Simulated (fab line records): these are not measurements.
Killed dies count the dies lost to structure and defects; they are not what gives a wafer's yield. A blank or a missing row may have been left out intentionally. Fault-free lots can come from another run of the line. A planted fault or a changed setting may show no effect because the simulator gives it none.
Chamber matching | flow berkeley_cmos170 | UCB170_ZERO_ETCH_06 on rie_diel-04: 4 sister chambers
The step etches SiO2 in CHF3/CF4/Ar, time 12 s. 8 wafers are shown with their chamber, then 7 later ones without.

== EACH WAFER AND ITS CHAMBER ==
wafer  | chamber | drypump_motor_current_A (A) | throttle_valve_pct (%)
L549.5 | 2       | 5.96                        | 9.38
L553.1 | 0       | 5.54                        | 9.13
L553.2 | 3       | 6.49                        | 8.99
L558.1 | 1       | 5.78                        | 9.31
L558.3 | 0       | 5.56                        | 9.13
L558.6 | 2       | 5.98                        | 9.39
L562.1 | 1       | 5.78                        | 9.31
L562.4 | 3       | 6.47                        | 8.97

== WAFERS WHOSE CHAMBER IS MISSING ==
wafer  | drypump_motor_current_A (A) | throttle_valve_pct (%)
L562.5 | 5.96                        | 9.39
L568.1 | 5.54                        | 9.14
L568.2 | 5.74                        | 9.31
L568.4 | 5.56                        | 9.14
L570.1 | 5.94                        | 9.38
L570.4 | 5.57                        | 9.14
L570.6 | 5.58                        | 9.14

== THE CHAMBER EACH PASSED THROUGH ==
wafer  | from the rows above | in truth
L562.5 | 2                   | 2
L568.1 | 0                   | 0
L568.2 | 1                   | 1
L568.4 | 0                   | 0
L570.1 | 2                   | 2
L570.4 | 0                   | 0
L570.6 | 0                   | 0
Placed correctly: 7 of 7. Not placeable from these rows: 0. 0 placed wrongly.
How it was worked out, from the rows above alone: a wafer's distance from a chamber is the root of the sum, over the readings, of the square of ((its reading less the chamber's mean) divided by the reading's scatter). If the next closest chamber is less than 2 further off than the closest, the wafer can't be placed; otherwise it belongs to the closest. For every chamber, the mean is computed from those of its wafers that are shown. The scatter: the root of (the sum of the squares of (reading less its chamber's mean) over the shown wafers, divided by (wafers less chambers)).
